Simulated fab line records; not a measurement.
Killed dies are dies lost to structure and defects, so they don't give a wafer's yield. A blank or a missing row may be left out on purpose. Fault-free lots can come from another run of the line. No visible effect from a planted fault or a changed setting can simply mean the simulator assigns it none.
What tool caused it? -- flow ritCmos -- 14 lots with 42 wafers sampled at 3 steps, on a route of 202 steps

## WHAT THE GAUGES READ, wafer by wafer
RIT_NLDD_TW_MEAS_10. Usual: NLDD_TW typically reads 2478, with standard deviation 23.
lot,measured,on,NLDD_TW,flag
L375,day 2 18:43,filmMetro-01,2510 2493 2497,
L377,day 3 05:36,filmMetro-01,2487 2486 2479,
L378,day 3 13:02,filmMetro-03,2465 2452 2462,
L379,day 3 15:21,filmMetro-01,2493 2500 2492,
L380,day 3 18:23,filmMetro-04,2489 2479 2468,
L381,day 4 03:07,filmMetro-01,2486 2485 2495,
L382,day 4 10:13,filmMetro-04,2472 2489 2475,
L383,day 4 15:21,filmMetro-04,2485 2480 2473,
L384,day 4 17:56,filmMetro-03,2450 2440 2444,
L385,day 4 22:19,filmMetro-01,2300 2293 2294,OFF
L388,day 5 14:10,filmMetro-03,2260 2251 2245,OFF
L393,day 6 14:33,filmMetro-03,2461 2457 2451,
L396,day 7 03:24,filmMetro-03,2447 2458 2461,
L398,day 7 12:31,filmMetro-01,2505 2503 2497,

RIT_SDANNEAL_RS_MEAS_07: measurement is done with a four-point probe. Usual: NLDD_RS typically reads 151.7 ohm/sq, with standard deviation 0.59.
lot,measured,on,NLDD_RS (ohm/sq),flag
L375,day 3 02:34,filmMetro-04,151.3 151.9 151.9,
L377,day 3 13:45,filmMetro-04,151.5 151.7 151.7,
L378,day 3 21:14,filmMetro-01,150.9 151.3 151.4,
L379,day 3 23:13,filmMetro-01,150.6 150.6 150.8,
L380,day 4 02:26,filmMetro-03,151.0 151.3 150.7,
L381,day 4 11:30,filmMetro-01,150.8 151.6 151.1,
L382,day 4 18:06,filmMetro-01,151.0 150.8 150.6,
L383,day 4 23:13,filmMetro-01,151.6 151.4 151.4,
L384,day 5 01:44,filmMetro-03,151.6 152.3 151.9,
L385,day 5 06:23,filmMetro-03,193.5 195.0 194.5,OFF
L388,day 5 23:00,filmMetro-03,194.8 194.3 194.5,OFF
L393,day 6 23:36,filmMetro-03,152.1 151.9 152.1,
L396,day 7 11:25,filmMetro-03,151.8 151.2 151.2,
L398,day 7 20:50,filmMetro-01,152.1 152.5 152.1,

## WHAT TOOL EACH LOT RAN ON (gives the tool, then ch and the chambers of the sampled wafers, and finally the start)
lot,RIT_NLDD_IMPLANT_08
L375,"implanter-01 ch 0, day 2 18:23"
L377,"implanter-02 ch 0, day 3 05:16"
L378,"implanter-04 ch 0, day 3 12:43"
L379,"implanter-02 ch 0, day 3 15:01"
L380,"implanter-04 ch 0, day 3 18:05"
L381,"implanter-04 ch 0, day 4 02:49"
L382,"implanter-02 ch 0, day 4 09:54"
L383,"implanter-04 ch 0, day 4 15:02"
L384,"implanter-01 ch 0, day 4 17:36"
L385,"implanter-04 ch 0, day 4 22:00"
L388,"implanter-04 ch 0, day 5 13:52"
L393,"implanter-01 ch 0, day 6 14:16"
L396,"implanter-02 ch 0, day 7 03:05"
L398,"implanter-01 ch 0, day 7 12:10"
- RIT_NLDD_IMPLANT_08

## AS READ BY THE TOOLS THEMSELVES (means over the sampled wafers that have a number; for cases with no such wafer, the mark the record gives instead)
RIT_NLDD_IMPLANT_08. Usual: doseIonsCm2 5e+14, standard deviation 5.1e+11; endStationPressureTorr 6.3e-06 Torr, standard deviation 3.4e-07; faradayCurrentUA 1576, standard deviation 32.
lot,tool,doseIonsCm2,endStationPressureTorr (Torr),faradayCurrentUA,flag
L375,implanter-01,5e+14,5.8e-06,1581,
L377,implanter-02,5e+14,6.4e-06,1591,
L378,implanter-04,5e+14,6.6e-06,1587,
L379,implanter-02,5e+14,6.3e-06,1588,
L380,implanter-04,5e+14,6.3e-06,1591,
L381,implanter-04,5e+14,6.2e-06,1600,
L382,implanter-02,5e+14,6.5e-06,1569,
L383,implanter-04,5e+14,6.5e-06,1584,
L384,implanter-01,5e+14,6.0e-06,1553,
L385,implanter-04,4e+14,5.8e-06,1164,OFF
L388,implanter-04,4e+14,5.8e-06,1184,OFF
L393,implanter-01,5e+14,6.3e-06,1545,
L396,implanter-02,5e+14,6.1e-06,1564,
L398,implanter-01,5e+14,6.3e-06,1565,

## THE ANSWER, worked out from the rows above alone
Rule: lot off if the mean of its wafers having a number is beyond 3 standard deviations from the usual mean. Also off: a lot with no number at a reading for which 4 or more lots have one. Any other lot the step has rows for is counted as sound. First the gauges in route order, then the tools' own readings, where a lot's mean is used as printed above. The first step at which some lot is off is used, and at that step the reading that is off furthest; a lot without a number counts as furthest.
Off: L385, L388, seen at RIT_NLDD_TW_MEAS_10 (NLDD_TW).
A tool fits if, at a process step before that reading, it ran every lot that is off, and no sound lot after the first of them. The gauges at RIT_NLDD_TW_MEAS_10 aren't tried: what is off there is off at RIT_NLDD_IMPLANT_08 too, on other tools, and a gauge's error can't cause that. One candidate fits, namely implanter-04 at RIT_NLDD_IMPLANT_08. Its last sound lot is L383 (day 4 15:02), its first lot that is off L385 (day 4 22:00): a fault that began between those two fits.
The tool's own readings at RIT_NLDD_IMPLANT_08 bear it out: on the lots that are off they differ by more than 5 times the standard deviation of the sound lots' means. doseIonsCm2 reads 4e+14 there against 5e+14 on the sound lots; faradayCurrentUA reads 1174 there against 1576 on the sound lots.

## WHAT THE SIMULATOR PUT IN
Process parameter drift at RIT_NLDD_IMPLANT_08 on implanter-04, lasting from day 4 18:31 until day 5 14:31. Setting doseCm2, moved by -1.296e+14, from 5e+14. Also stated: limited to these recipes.
Lots struck among those shown: L385, L388. The rule given above showed the same thing.
